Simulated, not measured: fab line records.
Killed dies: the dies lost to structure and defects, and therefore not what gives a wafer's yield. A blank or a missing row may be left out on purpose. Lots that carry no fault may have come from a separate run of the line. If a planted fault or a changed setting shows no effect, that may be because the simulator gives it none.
Which tool is to blame? ; flow berkeley cmos170 ; Sampling: 14 lots, 42 wafers, 6 of 331 route steps

WHAT THE GAUGES READ, wafer by wafer
UCB170_FIELD_THK_MEAS_90. Usual: for FIELD_OXIDE_LEFT_1_THK the level is 439 nm and the standard deviation is 10.
lot;measured;on;FIELD_OXIDE_LEFT_1_THK (nm);flag
L212;day 5 01:35;film metro-01;429 441 429;
L213;day 5 03:02;film metro-04;429 438 425;
L214;day 5 03:02;film metro-01;445 438 437;
L215;day 5 10:13;film metro-04;431 428 429;
L220;day 6 06:08;film metro-02;453 446 449;
L219;day 6 06:13;film metro-04;454 452 448;
L221;day 6 13:46;film metro-01;439 438 439;
L222;day 6 22:10;film metro-04;439 427 433;
L223;day 7 05:24;film metro-04;448 449 441;
L232;day 8 22:42;film metro-02;443 439 450;
L231;day 8 22:43;film metro-04;430 436 438;
L233;day 9 04:43;film metro-04;442 443 439;
L234;day 9 12:25;film metro-01;438 445 437;
L235;day 10 02:42;film metro-04;444 441 428;

UCB170_PLDD_OVL_MEAS_07. Usual: for PLDD_OVL the level is 3 nm and the standard deviation is 5.8.
lot;measured;on;PLDD_OVL (nm);flag
L212;day 6 06:15;overlay-02;5 8 1;
L213;day 6 07:16;overlay-02;5 -2 -2;
L214;day 6 09:55;overlay-02;13 9 10;
L215;day 6 14:10;overlay-01;-8 -5 -7;
L220;day 7 18:45;overlay-02;5 11 15;
L219;day 7 18:39;overlay-01;1 1 2;
L221;day 7 23:44;overlay-01;9 3 5;
L222;day 8 00:31;overlay-02;4 3 1;
L223;day 8 10:53;overlay-01;11 3 12;
L232;day 10 09:20;overlay-02;8 7 8;
L231;day 10 08:29;overlay-01;-2 -2 -5;
L233;day 10 09:05;overlay-01;-5 -2 8;
L234;day 10 21:14;overlay-02;-8 5 -6;
L235;day 11 06:11;overlay-02;0 10 5;

UCB170_PSD_TW_MEAS_10. Usual: for PSD_TW the level is 2338 and the standard deviation is 16.
lot;measured;on;PSD_TW;flag
L212;day 6 18:08;film metro-04;2352 2350 2341;
L213;day 6 17:54;film metro-04;2359 2355 2356;
L214;day 6 18:01;film metro-03;2330 2323 2331;
L215;day 7 01:34;film metro-04;2352 2352 2343;
L220;day 8 05:33;film metro-04;2346 2348 2351;
L219;day 8 05:07;film metro-03;2325 2337 2327;
L221;day 8 08:08;film metro-03;30 30 30 30 30 30;OFF
L222;day 8 08:34;film metro-02;30 30 30 30 30 30;OFF
L223;day 8 18:58;film metro-03;2309 2342 2327;
L232;day 10 16:24;film metro-03;2322 2315 2319;
L231;day 10 16:08;film metro-03;2318 2333 2314;
L233;day 10 15:51;film metro-04;2357 2356 2351;
L234;day 11 05:10;film metro-03;2301 2306 2316;
L235;day 11 15:10;film metro-02;2341 2337 2345;

UCB170_M2_CD_MEAS_90 targets a cd of 700 nm. Usual: cd nm at 699.8 nm, with a standard deviation of 2.8.
lot;measured;on;cd nm (nm);flag
L212;day 7 21:33;cd sem-02;701.6 704.0 700.9;
L213;day 7 21:28;cd sem-01;702.4 701.3 696.5;
L214;day 7 21:17;cd sem-02;705.2 702.7 702.9;
L215;day 8 04:30;cd sem-02;700.8 698.3 701.0;
L220;day 9 05:53;cd sem-01;697.4 695.1 697.0;
L219;day 9 05:44;cd sem-02;698.6 698.6 697.4;
L223;day 9 19:30;cd sem-01;698.4 699.6 702.0;
L232;day 11 16:10;cd sem-02;694.6 694.8 699.6;
L231;day 11 16:43;cd sem-02;697.4 696.5 700.0;
L233;day 11 13:39;cd sem-02;699.0 698.0 700.1;
L234;day 12 04:37;cd sem-02;699.1 702.3 699.2;
L235;day 12 18:44;cd sem-01;697.8 693.7 699.3;

WHICH TOOL RAN EACH LOT (tool, then ch and the chambers of the sampled wafers, then the start)
lot;UCB170_NLDD_STRIP_10;UCB170_PSD_STRIP_09
L212;plasma asher-03 ch 0,1, day 6 08:20;plasma asher-03 ch 0,1, day 6 18:02
L213;plasma asher-02 ch 0,1, day 6 09:13;plasma asher-04 ch 0,1, day 6 17:47
L214;plasma asher-02 ch 0,1, day 6 12:01;plasma asher-01 ch 0,1, day 6 17:55
L215;plasma asher-02 ch 0,1, day 6 16:08;plasma asher-01 ch 0,1, day 7 01:28
L220;plasma asher-02 ch 0,1, day 7 21:30;plasma asher-03 ch 0,1, day 8 05:27
L219;plasma asher-01 ch 0,1, day 7 21:26;plasma asher-01 ch 0,1, day 8 05:02
L221;plasma asher-02 ch 0,1, day 8 01:50;plasma asher-01 ch 0,1, day 8 08:03
L222;plasma asher-02 ch 0,1, day 8 02:57;plasma asher-01 ch 0,1, day 8 08:28
L223;plasma asher-03 ch 0,1, day 8 13:11;plasma asher-04 ch 0,1, day 8 18:48
L232;plasma asher-02 ch 0,1, day 10 11:50;plasma asher-01 ch 0,1, day 10 16:18
L231;plasma asher-01 ch 0,1, day 10 10:27;plasma asher-03 ch 0, day 10 16:01
L233;plasma asher-02 ch 0,1, day 10 11:18;plasma asher-03 ch 0,1, day 10 15:45
L234;plasma asher-03 ch 0,1, day 10 23:19;plasma asher-04 ch 0,1, day 11 05:04
L235;plasma asher-03 ch 0,1, day 11 08:21;plasma asher-03 ch 0,1, day 11 15:04
- UCB170_NLDD_STRIP_10: strips in O2.
- UCB170_PSD_STRIP_09: strips in O2.

WHAT THE TOOLS THEMSELVES READ (means of the sampled wafers that have a number; where no wafer has one, the mark that the record gives instead)
UCB170_NLDD_STRIP_10. Usual: chamber pressure mTorr 3500 mTorr, standard deviation 3.2; drypump motor current A 6.1 A, standard deviation 0.4; oes product au 0.734 a.u., standard deviation 0.0045; strip time to endpoint s 21.61 s, standard deviation 0.049.
lot;tool;chamber pressure mTorr (mTorr);drypump motor current A (A);oes product au (a.u.);strip time to endpoint s (s);flag
L212;plasma asher-03;3498;5.8;0.737;21.63;
L213;plasma asher-02;3503;6.3;0.730;21.63;
L214;plasma asher-02;3499;6.1;0.732;21.64;
L215;plasma asher-02;3500;6.1;0.735;21.65;
L220;plasma asher-02;3499;6.1;0.731;21.58;
L219;plasma asher-01;3503;6.2;0.731;21.66;
L221;plasma asher-02;-;-;-;-;OFF
L222;plasma asher-02;-;-;-;-;OFF
L223;plasma asher-03;3501;5.8;0.736;21.65;
L232;plasma asher-02;3499;6.4;0.732;21.56;
L231;plasma asher-01;3497;6.2;0.733;21.55;
L233;plasma asher-02;3498;6.4;0.738;21.59;
L234;plasma asher-03;3500;6.1;0.732;21.62;
L235;plasma asher-03;3503;6.2;0.729;21.63;

UCB170_PSD_STRIP_09. Usual: chamber pressure mTorr 3500 mTorr, standard deviation 3.5; drypump motor current A 6.0 A, standard deviation 0.38; oes product au 0.600 a.u., standard deviation 0.0046; strip time to endpoint s 29.38 s, standard deviation 0.076.
lot;tool;chamber pressure mTorr (mTorr);drypump motor current A (A);oes product au (a.u.);strip time to endpoint s (s);flag
L212;plasma asher-03;3503;6.2;0.604;29.51;
L213;plasma asher-04;3502;5.9;0.597;29.23;
L214;plasma asher-01;3504;6.1;0.597;29.34;
L215;plasma asher-01;3500;6.2;0.600;29.33;
L220;plasma asher-03;3499;5.8;0.598;29.26;
L219;plasma asher-01;3498;6.1;0.603;29.41;
L221;plasma asher-01;3502;6.1;0.664;55.49;OFF
L222;plasma asher-01;3503;6.2;0.665;55.58;OFF
L223;plasma asher-04;3499;6.0;0.597;29.44;
L232;plasma asher-01;3499;6.2;0.602;29.41;
L231;plasma asher-03;3500;5.4;0.601;29.43;
L233;plasma asher-03;3497;6.2;0.600;29.48;
L234;plasma asher-04;3499;6.1;0.603;29.41;
L235;plasma asher-03;3504;5.8;0.603;29.33;

THE ANSWER, worked out from the rows above alone
Rule: a lot is off if the mean of its wafers that have a number lies more than 3 standard deviations from the usual mean. A lot without any number at a reading at which 4 lots or more have one is off too. Any other lot the step has rows for is counted as sound. First the gauges in route order, then the tools' own readings, where a lot's mean is used as printed above. At the first step where some lot is off, the reading lying furthest off is the one used; lots without a number count as furthest.
Off: L221, L222, seen at UCB170_PSD_TW_MEAS_10 (PSD_TW).
If a tool, at a process step before that reading, ran all the lots that are off and no sound lot after the first of them, it fits. The gauges at UCB170_PSD_TW_MEAS_10 aren't tried: what is off there is off at UCB170_NLDD_STRIP_10 too, on other tools, and a gauge's error can't cause that. None of those tried fits.

WHAT THE SIMULATOR HAD PUT IN
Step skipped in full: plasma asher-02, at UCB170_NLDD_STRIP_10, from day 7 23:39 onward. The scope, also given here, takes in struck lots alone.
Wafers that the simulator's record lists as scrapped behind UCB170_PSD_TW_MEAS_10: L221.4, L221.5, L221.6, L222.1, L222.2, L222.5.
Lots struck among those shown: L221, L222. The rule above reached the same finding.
